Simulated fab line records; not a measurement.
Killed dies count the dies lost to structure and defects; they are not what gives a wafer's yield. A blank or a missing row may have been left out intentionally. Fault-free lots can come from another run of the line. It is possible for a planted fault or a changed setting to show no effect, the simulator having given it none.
Which tool was responsible? + flow berkeley-cmos170 + 14 lots, 42 wafers sampled, at 5 steps of a route of 331

== WHAT THE GAUGES SHOWED, per wafer ==
UCB170_FIELD_THK_MEAS_91. Usual: FIELD_OXIDE_LEFT_2_THK typically reads 353 nm, with standard deviation 11.
| lot  | measured     | on            | FIELD_OXIDE_LEFT_2_THK (nm) | flag |
|------|--------------|---------------|-----------------------------|------|
| L953 | day 5 14:22  | film-metro-02 | 352 350 342                 |      |
| L954 | day 5 20:40  | film-metro-02 | 346 354 353                 |      |
| L960 | day 7 05:06  | film-metro-04 | 395 397 409                 | OFF  |
| L964 | day 7 11:57  | film-metro-02 | 391 390 401                 | OFF  |
| L962 | day 7 12:13  | film-metro-02 | 344 347 362                 |      |
| L959 | day 7 12:29  | film-metro-02 | 343 344 342                 |      |
| L961 | day 7 12:34  | film-metro-03 | 363 364 359                 |      |
| L968 | day 9 03:17  | film-metro-04 | 372 362 369                 |      |
| L969 | day 9 03:33  | film-metro-04 | 375 370 372                 |      |
| L971 | day 9 14:32  | film-metro-03 | 352 347 353                 |      |
| L972 | day 9 14:58  | film-metro-03 | 339 344 335                 |      |
| L973 | day 10 00:47 | film-metro-02 | 342 351 345                 |      |
| L974 | day 10 01:04 | film-metro-02 | 359 356 360                 |      |
| L975 | day 10 13:16 | film-metro-02 | 339 350 332                 |      |

UCB170_V1_THK_MEAS_01. Usual: V1_TEOS_THK typically reads 1995 nm, with standard deviation 31.
| lot  | measured     | on            | V1_TEOS_THK (nm) | flag |
|------|--------------|---------------|------------------|------|
| L953 | day 7 04:02  | film-metro-01 | 1970 1988 2031   |      |
| L954 | day 7 13:19  | film-metro-04 | 1991 2052 2007   |      |
| L962 | day 9 07:18  | film-metro-04 | 2010 2011 2028   |      |
| L959 | day 9 07:28  | film-metro-04 | 2017 2053 2030   |      |
| L961 | day 9 07:19  | film-metro-01 | 2021 2022 2032   |      |
| L968 | day 11 03:10 | film-metro-04 | 2049 2053 2053   |      |
| L969 | day 11 03:16 | film-metro-01 | 2010 1930 1996   |      |
| L971 | day 11 12:26 | film-metro-02 | 1993 2037 2016   |      |
| L972 | day 11 12:35 | film-metro-04 | 1964 1977 2037   |      |
| L973 | day 11 18:54 | film-metro-01 | 1920 2003 1963   |      |
| L974 | day 11 18:54 | film-metro-04 | 1978 2005 2026   |      |
| L975 | day 12 01:49 | film-metro-01 | 1970 1973 1961   |      |

UCB170_M3_RS_MEAS_02: measures by four-point-probe. Usual: M3_AL_RS typically reads 0.0323 ohm/sq, with standard deviation 0.00046.
| lot  | measured     | on            | M3_AL_RS (ohm/sq)    | flag |
|------|--------------|---------------|----------------------|------|
| L953 | day 7 14:31  | film-metro-01 | 0.0327 0.0321 0.0327 |      |
| L954 | day 7 21:49  | film-metro-01 | 0.0325 0.0319 0.0321 |      |
| L962 | day 9 14:40  | film-metro-02 | 0.0322 0.0318 0.0321 |      |
| L959 | day 9 16:12  | film-metro-03 | 0.0323 0.0323 0.0319 |      |
| L961 | day 9 15:39  | film-metro-02 | 0.0320 0.0318 0.0319 |      |
| L968 | day 11 14:21 | film-metro-02 | 0.0326 0.0334 0.0329 |      |
| L969 | day 11 12:38 | film-metro-02 | 0.0331 0.0328 0.0323 |      |
| L971 | day 11 21:04 | film-metro-03 | 0.0328 0.0323 0.0323 |      |
| L972 | day 11 21:15 | film-metro-01 | 0.0325 0.0325 0.0338 |      |
| L973 | day 12 06:28 | film-metro-03 | 0.0324 0.0320 0.0320 |      |
| L974 | day 12 06:35 | film-metro-02 | 0.0329 0.0320 0.0318 |      |
| L975 | day 12 16:58 | film-metro-03 | 0.0332 0.0325 0.0322 |      |

== TOOL THAT RAN EACH LOT (tool first, then ch and the chambers of the sampled wafers, then the start) ==
| lot  | UCB170_GATE_WET_ETCH_00         | UCB170_SILICIDE_RTA_04           |
|------|---------------------------------|----------------------------------|
| L953 | wet-bench-04 ch 2, day 5 14:14  | rtp-anneal-01 ch 0, day 6 15:41  |
| L954 | wet-bench-03 ch 0, day 5 20:36  | rtp-anneal-01 ch 0, day 6 23:07  |
| L960 | wet-bench-04 ch 3, day 7 05:01  | -                                |
| L964 | wet-bench-04 ch 1, day 7 11:52  | -                                |
| L962 | wet-bench-04 ch 0, day 7 12:09  | rtp-anneal-02 ch 0, day 8 16:50  |
| L959 | wet-bench-04 ch 3, day 7 12:25  | rtp-anneal-02 ch 0, day 8 17:46  |
| L961 | wet-bench-04 ch 2, day 7 12:29  | rtp-anneal-01 ch 0, day 8 17:25  |
| L968 | wet-bench-03 ch 1, day 9 03:13  | rtp-anneal-02 ch 0, day 10 14:49 |
| L969 | wet-bench-03 ch 0, day 9 03:28  | rtp-anneal-01 ch 0, day 10 14:24 |
| L971 | wet-bench-04 ch 2, day 9 14:28  | rtp-anneal-02 ch 0, day 10 20:19 |
| L972 | wet-bench-01 ch 0, day 9 14:54  | rtp-anneal-02 ch 0, day 10 19:55 |
| L973 | wet-bench-03 ch 2, day 10 00:43 | rtp-anneal-02 ch 0, day 11 05:50 |
| L974 | wet-bench-03 ch 2, day 10 00:59 | rtp-anneal-01 ch 0, day 11 06:06 |
| L975 | wet-bench-03 ch 3, day 10 13:11 | rtp-anneal-02 ch 0, day 11 14:44 |
- UCB170_GATE_WET_ETCH_00: etches SiO2 in dHF, time 200 s.
- UCB170_SILICIDE_RTA_04: time 15 s.

== AS READ BY THE TOOLS THEMSELVES (means over the sampled wafers that have a number; for cases with no such wafer, the mark the record gives instead) ==
UCB170_GATE_WET_ETCH_00. Usual: bath-heat-duty-pct 6.2 %, standard deviation 0.68; run-length-s 229 s, standard deviation 3.4.
| lot  | tool         | bath-heat-duty-pct (%) | run-length-s (s) | flag |
|------|--------------|------------------------|------------------|------|
| L953 | wet-bench-04 | 5.5                    | 231              |      |
| L954 | wet-bench-03 | 7.0                    | 228              |      |
| L960 | wet-bench-04 | -                      | -                | OFF  |
| L964 | wet-bench-04 | -                      | -                | OFF  |
| L962 | wet-bench-04 | 6.5                    | 227              |      |
| L959 | wet-bench-04 | 5.7                    | 224              |      |
| L961 | wet-bench-04 | 5.2                    | 223              |      |
| L968 | wet-bench-03 | 6.0                    | 233              |      |
| L969 | wet-bench-03 | 6.6                    | 234              |      |
| L971 | wet-bench-04 | 6.2                    | 231              |      |
| L972 | wet-bench-01 | 5.7                    | 225              |      |
| L973 | wet-bench-03 | 6.8                    | 232              |      |
| L974 | wet-bench-03 | 6.4                    | 231              |      |
| L975 | wet-bench-03 | 6.7                    | 232              |      |

UCB170_SILICIDE_RTA_04. Usual: chamber-o2-ppm 2.003, standard deviation 0.021; lamp-power-pct 10.6 %, standard deviation 0.48; wafer_temp_C_max 652.0, standard deviation 0.46.
| lot  | tool          | chamber-o2-ppm | lamp-power-pct (%) | wafer_temp_C_max | flag |
|------|---------------|----------------|--------------------|------------------|------|
| L953 | rtp-anneal-01 | 1.994          | 10.2               | 652.6            |      |
| L954 | rtp-anneal-01 | 2.016          | 10.1               | 651.8            |      |
| L962 | rtp-anneal-02 | 1.999          | 11.1               | 651.7            |      |
| L959 | rtp-anneal-02 | 2.002          | 11.1               | 652.4            |      |
| L961 | rtp-anneal-01 | 1.986          | 10.1               | 652.1            |      |
| L968 | rtp-anneal-02 | 2.013          | 11.1               | 651.8            |      |
| L969 | rtp-anneal-01 | 2.010          | 10.2               | 652.4            |      |
| L971 | rtp-anneal-02 | 2.006          | 11.1               | 652.2            |      |
| L972 | rtp-anneal-02 | 1.991          | 11.1               | 652.2            |      |
| L973 | rtp-anneal-02 | 2.005          | 11.1               | 652.1            |      |
| L974 | rtp-anneal-01 | 2.016          | 10.1               | 651.8            |      |
| L975 | rtp-anneal-02 | 1.985          | 11.1               | 652.6            |      |

== THE ANSWER, worked out from the rows above alone ==
Rule: a lot is off if the mean of its wafers that have a number lies more than 3 standard deviations from the usual mean. A lot without any number at a reading at which 4 lots or more have one is off too. Any other lot the step has rows for is counted as sound. The gauges are gone through in route order, then the tools' own readings, and for those a lot's mean is taken as printed above. The first step at which some lot is off is used, and at that step the reading that is off furthest; a lot without a number counts as furthest.
Off: at UCB170_FIELD_THK_MEAS_91 (FIELD_OXIDE_LEFT_2_THK), L960, L964.
A tool fits if, at a process step before that reading, it ran every lot that is off, and no sound lot after the first of them. Not tried: the gauges at UCB170_FIELD_THK_MEAS_91; whatever is off there is also off at UCB170_GATE_WET_ETCH_00, on other tools, and gauge error can't account for it. No candidate that was tried fits.

== WHAT THE SIMULATOR HAD INSERTED ==
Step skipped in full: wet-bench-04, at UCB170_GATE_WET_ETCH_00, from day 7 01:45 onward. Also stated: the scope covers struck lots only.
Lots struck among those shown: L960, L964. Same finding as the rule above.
